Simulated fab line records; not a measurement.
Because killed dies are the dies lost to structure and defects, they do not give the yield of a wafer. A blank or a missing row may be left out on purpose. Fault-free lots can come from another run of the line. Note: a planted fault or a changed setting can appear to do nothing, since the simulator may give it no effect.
A lot that was struck, set against a sound lot | flow berkeley-cmos170 | 14 steps out of a route of 331
Sound: the wafers L946.1, L946.3, L946.4. Wafers L962.2, L962.4, L962.6 were the ones struck. The cause is given at the end.
Order at every step that has rows: each side's tool, ch and its chambers, its first start. Under that, the readings that differ: sound wafers | struck wafers | difference of the means | sigmas: that difference in standard deviations of wafers without a fault.
alike: words and numbers the same on both sides, and readings whose means are apart by under 2 such deviations; not compared: readings that were withheld, readings missing a value for some wafer, numbers with overlapping values and no deviation given by the record, and bounds like >300 which may hide the same value.
A row with sigmas, a row that says differs or no value, or rows on one side alone: a step with any of these is where the two part. Numbers that don't overlap but have no deviation are shown without sigmas and don't part them. A reading missing from all wafers of one side parts the sides only when that side holds two or more wafers.

UCB170_M3_SPUTTER_01: material Al, target thk 900 nm, time 120 s.
  sound on pvd-sputter-03, day 9 01:55; struck on pvd-sputter-02, day 11 22:40
  alike: chamber-pressure-pa, throttle-valve-pct
UCB170_M3_RS_MEAS_02: the measuring method here is four-point-probe.
  sound on film-metro-02, day 9 01:59; struck on film-metro-02, day 11 22:46
  alike: M3_AL_RS
UCB170_M3_THK_MEAS_03: measures by xrf.
  sound on film-metro-02, day 9 02:07; struck on film-metro-02, day 11 22:52
  alike: M3_AL_THK
then, 3 steps without rows for these wafers: UCB170_M3_HMDS_04 (prime time 60 s); UCB170_M3_COAT_05 (resist thk 900 nm); UCB170_M3_SOFTBAKE_06 (time 60 s).
UCB170_M3_STRIP_07: strips in O2.
  sound on plasma-asher-03 ch 0,1, day 9 02:37; struck on plasma-asher-01 ch 0,1, day 11 23:22
  alike: drypump-motor-current-A, oes-product-au, strip-time-to-endpoint-s
  not compared: rf-hours-counter-h
then, 5 steps without rows for these wafers: UCB170_M3_STRIP_08 (strips KrF in DMSO, time 600 s); UCB170_M3_COAT_09; UCB170_M3_COAT_10 (resist thk 900 nm); UCB170_M3_SOFTBAKE_11 (time 60 s); UCB170_M3_EXPOSE_12 (exposes mask METAL3, target cd 700 nm).
UCB170_M3_PEB_13:
  struck on litho-track-01, day 12 01:06; sound on litho-track-03 ch 0, day 9 04:32
  no value came back on the struck wafers for chill-plate-temp-C (C), exhaust-pa (Pa); on the sound wafers chill-plate-temp-C (C) reads 22.97 22.99 23.12
then, 1 step without rows for these wafers: UCB170_M3_DEVELOP_14 (develop time 45 s).

== WHERE THEY PART ==
Within this record, at UCB170_M3_PEB_13 only.

WHY: the cause the simulator had injected
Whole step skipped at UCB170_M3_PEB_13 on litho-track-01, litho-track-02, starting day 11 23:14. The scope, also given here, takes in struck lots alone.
